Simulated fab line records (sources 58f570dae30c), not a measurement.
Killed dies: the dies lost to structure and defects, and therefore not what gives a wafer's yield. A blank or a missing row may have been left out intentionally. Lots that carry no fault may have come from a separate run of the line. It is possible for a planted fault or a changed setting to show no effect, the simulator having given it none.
Split-lot study ; flow berkeley_cmos170 ; 23 wafers read across 5 lots, on a route 331 steps long

ABOUT THE SPLIT
At UCB170_GATE_PEB_10, the setting peb_temp_c was moved away from the recipe's 130 C on 10 of the 23 wafers read, by -2.9% to +2.3%. All remaining wafers had this setting at the recipe value.

FROM THE SPLIT TO THE READING: what the file shows between them, 5 steps
- UCB170_GATE_DEVELOP_11: develop time 45 s
- UCB170_GATE_CD_MEAS_12: target cd 350 nm
- UCB170_GATE_ETCH_14: etches BARC in N2/H2
- UCB170_GATE_ETCH_15: etches poly-Si in HBr/Cl2, stops on SiO2, time 56.3 s, target depth 278.2 nm
- UCB170_GATE_STRIP_16: strips in O2

THE READING
cd_nm at UCB170_GATE_CD_MEAS_90, given in nm (cd target 350 nm). Typical for fault-free wafers on this fab line: 350.3 nm, with standard deviation 1.5 nm.

wafer;tool, chamber at the split;peb_temp_c as run, C;against the recipe;cd_nm, nm;against lot-mates on the recipe
L076.1;litho_track-03, 0;127.7;-1.8%;366.4;+15.8
L076.2;litho_track-03, 0;130;recipe;350.3;-
L076.3;litho_track-03, 0;130;recipe;351.0;-
L076.5;litho_track-03, 0;127.7;-1.8%;366.2;+15.6
L076.6;litho_track-03, 0;127.7;-1.8%;367.3;+16.7
L081.1;litho_track-01, 0;130;recipe;349.9;-
L081.4;litho_track-01, 0;130;recipe;349.9;-
L081.5;litho_track-01, 0;130;recipe;350.2;-
L079.1;litho_track-03, 0;126.2;-2.9%;379.3;+31.1
L079.2;litho_track-03, 0;126.2;-2.9%;378.7;+30.5
L079.3;litho_track-03, 0;130;recipe;347.5;-
L079.4;litho_track-03, 0;126.2;-2.9%;379.7;+31.5
L079.6;litho_track-03, 0;130;recipe;348.9;-
L080.1;litho_track-03, 0;132.2;+1.7%;338.1;-14.3
L080.2;litho_track-03, 0;132.2;+1.7%;338.3;-14.1
L080.4;litho_track-03, 0;130;recipe;353.4;-
L080.5;litho_track-03, 0;130;recipe;351.8;-
L080.6;litho_track-03, 0;130;recipe;352.1;-
L082.1;litho_track-03, 0;130;recipe;352.1;-
L082.2;litho_track-03, 0;130;recipe;349.5;-
L082.3;litho_track-03, 0;130;recipe;351.4;-
L082.4;litho_track-03, 0;133;+2.3%;333.2;-17.8
L082.6;litho_track-03, 0;133;+2.3%;331.0;-20.0

THE FIT
A straight line over all 23 wafers: cd_nm changes by -8.92 nm for each +1% of peb_temp_c; r = -0.99; the points scatter about the line by 1.7 nm.
The same after taking each lot's own level away (the mean of its wafers on the recipe; 23 wafers): -9.49 nm for each +1%; r = -0.99; scatter 1.6 nm.
Per that fit: largest peb_temp_c move, reading shift of 28 nm.
The span of the lots' own levels, 348.20 to 352.43 nm, comes to 2.8 times the standard deviation stated above.
Consequently the slope shifts little with the lot-to-lot level, the two slopes agreeing.
Check: +27.9 nm against its lot-mates is what the line predicts for one of the wafers moved furthest among these (-2.9%) when that wafer is left out of the fit. Against them it came out at +31.1 nm.

ADDITIONAL SPLITS CARRIED BY THESE WAFERS
Other splits were also applied to these wafers ahead of the reading. Each is held against what the fit with the lots' levels taken away leaves over:
other split on the same wafers;wafers away from the commonest value;r with cd_nm (lot level and that fit taken away)
UCB170_PVT_IMPLANT_07 dose_cm2;10;-0.25

THE WHOLE CHAIN: every reading that the file lists as answering this split, in the file's order
step;what it does;reading;change (the file's fit);r (the file's)
UCB170_GATE_CD_MEAS_12;target cd 350 nm;cd_nm;-9.11 nm for each +1% of the setting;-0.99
UCB170_GATE_ETCH_15;etches poly-Si in HBr/Cl2, stops on SiO2, time 56.3 s, target depth 278.2 nm;GATE.cd_nm (the simulator's own value, which no gauge read);-9.37 nm for each +1% of the setting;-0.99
UCB170_GATE_CD_MEAS_90;target cd 350 nm;cd_nm;-9.4 nm for each +1% of the setting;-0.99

THE FILE'S OWN FIT
cd_nm changes by -9.4 nm for each +1% of peb_temp_c, r = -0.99.
